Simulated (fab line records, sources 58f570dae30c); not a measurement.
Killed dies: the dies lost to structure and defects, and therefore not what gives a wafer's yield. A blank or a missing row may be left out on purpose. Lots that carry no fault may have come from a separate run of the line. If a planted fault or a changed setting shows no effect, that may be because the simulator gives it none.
What tool caused it? | flow berkeley-cmos170 | 42 wafers from 14 lots sampled at 3 of the route's 331 steps

## WHAT EACH GAUGE READ, for each wafer
UCB170_NLDD_TW_MEAS_11.
lot  | measured     | on            | NLDD_TW
L268 | day 8 00:02  | film-metro-03 | 2209 2212 2216
L269 | day 8 00:02  | film-metro-01 | 2188 2190 2180
L267 | day 8 00:13  | film-metro-03 | 2212 2214 2212
L270 | day 8 00:20  | film-metro-04 | 2249 2245 2247
L271 | day 8 18:09  | film-metro-01 | 2182 2193 2178
L272 | day 8 18:20  | film-metro-03 | 2211 2223 2210
L277 | day 9 22:16  | film-metro-04 | 2354 2360 2353
L278 | day 10 10:57 | film-metro-03 | 2319 2322 2326
L285 | day 11 20:19 | film-metro-04 | 2261 2259 2257
L284 | day 11 20:34 | film-metro-03 | 2200 2190 2194
L288 | day 12 08:33 | film-metro-04 | 2252 2246 2240
L287 | day 12 08:48 | film-metro-01 | 2192 2188 2204
L290 | day 12 09:02 | film-metro-01 | 2189 2196 2201
L289 | day 12 18:16 | film-metro-04 | 2233 2239 2244

UCB170_SDANNEAL_RS_MEAS_05: measures by four-point-probe.
lot  | measured     | on            | NLDD_RS (ohm/sq)
L268 | day 8 14:18  | film-metro-03 | 616.7 615.4 616.4
L269 | day 8 14:17  | film-metro-04 | 615.4 615.2 616.0
L267 | day 8 14:35  | film-metro-01 | 617.9 618.9 617.1
L270 | day 8 15:05  | film-metro-04 | 614.2 615.5 615.9
L271 | day 9 11:47  | film-metro-04 | 615.0 616.5 615.5
L272 | day 9 12:17  | film-metro-03 | 618.3 617.3 617.6
L277 | day 10 11:04 | film-metro-04 | 542.4 541.8 540.9
L278 | day 10 23:28 | film-metro-04 | 539.6 540.0 539.1
L285 | day 12 07:57 | film-metro-04 | 615.8 616.5 617.2
L284 | day 12 08:30 | film-metro-01 | 619.1 621.0 620.4
L288 | day 12 20:08 | film-metro-03 | 617.2 617.8 618.5
L287 | day 12 21:05 | film-metro-03 | 616.6 616.1 616.2
L290 | day 12 21:52 | film-metro-04 | 614.8 616.1 615.1
L289 | day 13 06:53 | film-metro-04 | 618.0 617.5 616.5

## WHICH TOOL RAN EACH LOT (tool, then ch and the chambers of the sampled wafers, then the start)
lot  | UCB170_NLDD_IMPLANT_09
L268 | implanter-04 ch 0, day 7 23:48
L269 | implanter-02 ch 0, day 7 23:49
L267 | implanter-03 ch 0, day 7 23:59
L270 | implanter-04 ch 0, day 8 00:05
L271 | implanter-03 ch 0, day 8 17:54
L272 | implanter-02 ch 0, day 8 18:05
L277 | implanter-03 ch 0, day 9 22:02
L278 | implanter-03 ch 0, day 10 10:43
L285 | implanter-04 ch 0, day 11 20:04
L284 | implanter-02 ch 0, day 11 20:19
L288 | implanter-04 ch 0, day 12 08:18
L287 | implanter-02 ch 0, day 12 08:34
L290 | implanter-04 ch 0, day 12 08:47
L289 | implanter-02 ch 0, day 12 18:04
- UCB170_NLDD_IMPLANT_09

## AS READ BY THE TOOLS THEMSELVES (means over the sampled wafers that have a number; for cases with no such wafer, the mark the record gives instead)
UCB170_NLDD_IMPLANT_09.
lot  | tool         | beam-on-s (s) | faraday-current-uA
L268 | implanter-04 | 10.09         | 157
L269 | implanter-02 | 9.98          | 159
L267 | implanter-03 | 9.74          | 163
L270 | implanter-04 | 10.17         | 155
L271 | implanter-03 | 10.17         | 156
L272 | implanter-02 | 9.95          | 160
L277 | implanter-03 | 14.34         | 110
L278 | implanter-03 | 14.45         | 110
L285 | implanter-04 | 9.93          | 160
L284 | implanter-02 | 10.01         | 158
L288 | implanter-04 | 9.89          | 160
L287 | implanter-02 | 9.92          | 160
L290 | implanter-04 | 10.04         | 158
L289 | implanter-02 | 9.88          | 161

## THE ANSWER, worked out from the rows above alone
Rule: the usual values come from the lots themselves. Put in order of their means at a reading, lots are off if they are a third of the lots or fewer, leave a main group of 4 or more, and stand apart from it by a gap of 3 or more times the standard deviation of the main group's means; of several such gaps the widest counts. If all means in a main group match to the digits the tables above print for the reading, that group is not used. Also off: a lot with no number at a reading for which 4 or more lots have one. All remaining lots with rows at the step are treated as sound. The gauges are gone through in route order, then the tools' own readings, and for those a lot's mean is taken as printed above. The first step at which some lot is off is used, and at that step the reading that is off furthest; a lot without a number counts as furthest.
Off: L277, L278, at UCB170_SDANNEAL_RS_MEAS_05 (NLDD_RS). Mean 616.8 ohm/sq and standard deviation 1.4 in the main group.
If a tool, at a process step before that reading, ran all the lots that are off and no sound lot after the first of them, it fits. Not tried: the gauges at UCB170_SDANNEAL_RS_MEAS_05; whatever is off there is also off at UCB170_NLDD_IMPLANT_09, on other tools, and gauge error can't account for it. One fits: implanter-03 at UCB170_NLDD_IMPLANT_09. Its last sound lot is L271 (day 8 17:54), its first lot that is off L277 (day 9 22:02): a fault that began between those two fits.
The tool's own readings at UCB170_NLDD_IMPLANT_09 bear it out: on the lots that are off they differ by more than 5 times the standard deviation of the sound lots' means. beam-on-s reads 14.39 s there against 9.98 s on the sound lots; faraday-current-uA reads 110 there against 159 on the sound lots.

## WHAT THE SIMULATOR HAD PUT IN
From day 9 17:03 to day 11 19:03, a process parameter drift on implanter-03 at UCB170_NLDD_IMPLANT_09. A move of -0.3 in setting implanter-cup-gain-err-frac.
Shown lots that were struck: L277, L278. The rule above reached the same finding.
